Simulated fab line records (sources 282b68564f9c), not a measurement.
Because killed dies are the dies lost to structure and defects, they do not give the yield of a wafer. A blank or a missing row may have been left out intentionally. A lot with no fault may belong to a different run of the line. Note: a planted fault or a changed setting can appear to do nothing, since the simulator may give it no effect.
Tool commonality check    flow rit cmos    42 wafers sampled across 14 lots

WHY THIS WAS OPENED
2 of 14 lots carry a flag on the reading NWELL_TW at RIT_NWELL_TW_MEAS_10. Fault-free wafers read 2133, with a standard deviation of 22.
Rule: a lot is flagged when every wafer of it that has a number lies more than 4 standard deviations from that mean, or none has a number. The other lots count as sound.

lot   measured     on             NWELL_TW, wafer by wafer  flag
L549  day 1 21:52  film metro-04  2145 2148 2159            
L550  day 2 02:00  film metro-01  2154 2170 2162            
L551  day 2 07:52  film metro-04  2144 2146 2135            
L552  day 2 12:37  film metro-03  2102 2090 2107            
L553  day 2 19:37  film metro-01  2157 2153 2162            
L554  day 2 22:01  film metro-04  2144 2138 2134            
L555  day 3 04:12  film metro-03  1769 1773 1774            FLAGGED
L558  day 3 20:33  film metro-03  1768 1773 1773            FLAGGED
L564  day 5 01:46  film metro-04  2162 2144 2133            
L567  day 5 20:39  film metro-04  2138 2153 2140            
L569  day 6 02:39  film metro-01  2155 2152 2140            
L570  day 6 12:39  film metro-04  2149 2162 2157            
L571  day 6 16:11  film metro-03  2096 2092 2085            
L572  day 7 01:02  film metro-03  2098 2102 2105            
On average the flagged lots' numbers are 1772, which is -361 against the usual, or -16 standard deviations.

WHICH TOOL RAN EACH LOT
The record keeps 1 process step preceding the reading, out of 202 steps on the route. Read each cell as the tool, then ch plus the chambers that the sampled wafers visited, then the start.
lot   flag     RIT_NWELL_IMPLANT_08
L549           implanter-01 ch 0, day 1 21:34
L550           implanter-04 ch 0, day 2 01:41
L551           implanter-04 ch 0, day 2 07:33
L552           implanter-01 ch 0, day 2 12:18
L553           implanter-02 ch 0, day 2 19:17
L554           implanter-02 ch 0, day 2 21:41
L555  FLAGGED  implanter-02 ch 0, day 3 03:53
L558  FLAGGED  implanter-02 ch 0, day 3 20:14
L564           implanter-04 ch 0, day 5 01:26
L567           implanter-04 ch 0, day 5 20:20
L569           implanter-01 ch 0, day 6 02:20
L570           implanter-04 ch 0, day 6 12:19
L571           implanter-02 ch 0, day 6 15:52
L572           implanter-01 ch 0, day 7 00:43
These steps, and what they do:
- RIT_NWELL_IMPLANT_08
- RIT_NWELL_TW_MEAS_10

FLAGGED AGAINST TOTAL, ONE TOOL AT A TIME (gauges that did the reading follow at the end)
step                  tool           lots run  flagged  share of the flagged lots  sound lots run after its first flagged lot
RIT_NWELL_IMPLANT_08  implanter-01   4         0        none                       -
RIT_NWELL_IMPLANT_08  implanter-02   5         2        all                        1 (L571)
RIT_NWELL_IMPLANT_08  implanter-04   5         0        none                       -
RIT_NWELL_TW_MEAS_10  film metro-01  3         0        none                       -
RIT_NWELL_TW_MEAS_10  film metro-03  5         2        all                        2 (L571,L572)
RIT_NWELL_TW_MEAS_10  film metro-04  6         0        none                       -

WHAT THE TABLE ALLOWS
In 2 table rows, all flagged lots were run: implanter-02 (RIT_NWELL_IMPLANT_08), film metro-03 (RIT_NWELL_TW_MEAS_10).
- implanter-02 at RIT_NWELL_IMPLANT_08 ran 5 lots, 2 of them flagged. Sound lots ran on it after the first flagged one (L571), which a lasting fault on the whole tool wouldn't allow. Its own readings (dose ions cm2, faraday current uA) fall more than 4 standard deviations out on all wafers of the flagged lots.
- film metro-03 at RIT_NWELL_TW_MEAS_10 ran 5 lots, 2 of them flagged. Sound lots ran on it after the first flagged one (L571, L572), which a lasting fault on the whole tool wouldn't allow.
None of the table's rows ran every flagged lot and, after the first, no sound lot.

WHAT THE SIMULATOR HAD PUT IN
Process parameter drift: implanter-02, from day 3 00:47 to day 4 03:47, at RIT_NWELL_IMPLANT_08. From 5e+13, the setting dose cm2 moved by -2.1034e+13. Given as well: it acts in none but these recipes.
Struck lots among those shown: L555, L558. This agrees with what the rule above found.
